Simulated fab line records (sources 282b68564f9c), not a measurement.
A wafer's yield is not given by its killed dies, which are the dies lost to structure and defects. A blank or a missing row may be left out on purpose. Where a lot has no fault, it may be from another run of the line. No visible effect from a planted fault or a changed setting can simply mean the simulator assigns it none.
Struck lot and sound lot, side by side + flow rit_cmos + 15 out of 202 route steps
Sound: the wafers L766.1, L766.2, L766.5. Wafers struck: L777.1, L777.2, L777.6. The cause is named last.
Order at every step that has rows: each side's tool, ch and its chambers, its first start. Under that, the readings that differ: sound wafers + struck wafers + difference of the means + sigmas: that difference in standard deviations of wafers without a fault.
alike: readings whose means differ by less than 2 such deviations, and words and numbers that are the same on both sides. not compared: withheld readings, readings that some wafer has no value for, bounds like >300 that may hide the same value, and numbers for which the record gives no deviation and whose values overlap.
The two part at a step that has a row with sigmas, a row that says differs or no value, or rows on one side only. When numbers do not overlap yet have no deviation, they are printed without sigmas and do not part them. A reading that every wafer of one side lacks parts them only if that side has two wafers or more.

first, 2 steps without rows for these wafers: RIT_PLDD_HARDBAKE_07 (time 60 s); RIT_PLDD_IMPLANT_08.
RIT_PLDD_STRIP_09: strips in O2, time 180 s.
  sound on plasma_asher-04 ch 0,1, day 3 12:09; struck on plasma_asher-02 ch 0,1, day 5 21:43
  alike: drypump_motor_current_A
  not compared: rf_hours_counter_h
RIT_PLDD_TW_MEAS_10:
  struck on film_metro-04, day 5 21:54; sound on film_metro-02, day 3 12:19
  alike: PLDD_TW
then, 4 steps without rows for these wafers: RIT_SPACER_CLEAN_00 (cleans in SC1, time 600 s); RIT_SPACER_CLEAN_01 (cleans in dHF, time 30 s); RIT_SPACER_CLEAN_02 (cleans in SC2, time 600 s); RIT_SPACER_CVD_03 (deposits Si3N4 from SiH2Cl2/NH3, target thk 250 nm, time 3300 s).
RIT_SPACER_THK_MEAS_04:
  struck on film_metro-02, day 6 01:12; sound on film_metro-01, day 3 14:42
  alike: SPACER_NITRIDE_THK
RIT_SPACER_ETCHBACK_05: etches Si3N4 in SF6/CHF3, stops on SiO2, target depth 250 nm, time 240 s.
  sound on rie_diel-03 ch 2,3, day 3 14:46; struck on rie_diel-04 ch 1,2, day 6 01:16
  alike: drypump_motor_current_A, oes_product_au, throttle_valve_pct
  not compared: rf_hours_counter_h
then, 2 steps without rows for these wafers: RIT_NSD_HMDS_00 (prime time 60 s); RIT_NSD_COAT_01 (resist thk 1000 nm).
RIT_NSD_SOFTBAKE_02: time 60 s.
  sound on litho_track-04 ch 0, day 3 15:13; struck on litho_track-04 ch 0, day 6 01:47
| reading                  | sound             | struck            | difference | sigmas |
|--------------------------|-------------------|-------------------|------------|--------|
| heater_power_total_W (W) | 34.61 34.50 34.60 | 33.66 33.65 33.74 | -0.89      | -18    |
| plate_temp_C (C)         | 89.99 89.82 89.94 | 88.38 88.43 88.43 | -1.50      | -13    |
  alike: chill_plate_temp_C
then, 2 steps without rows for these wafers: RIT_NSD_EXPOSE_03 (exposes mask M9, target cd 40700 nm); RIT_M1_PROBE_99.

== WHERE THEY PART ==
At RIT_NSD_SOFTBAKE_02 and nowhere else, as far as this record goes.

WHY: what had been put in by the simulator
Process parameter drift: litho_track-04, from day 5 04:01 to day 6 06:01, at RIT_NSD_SOFTBAKE_02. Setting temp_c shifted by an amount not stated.
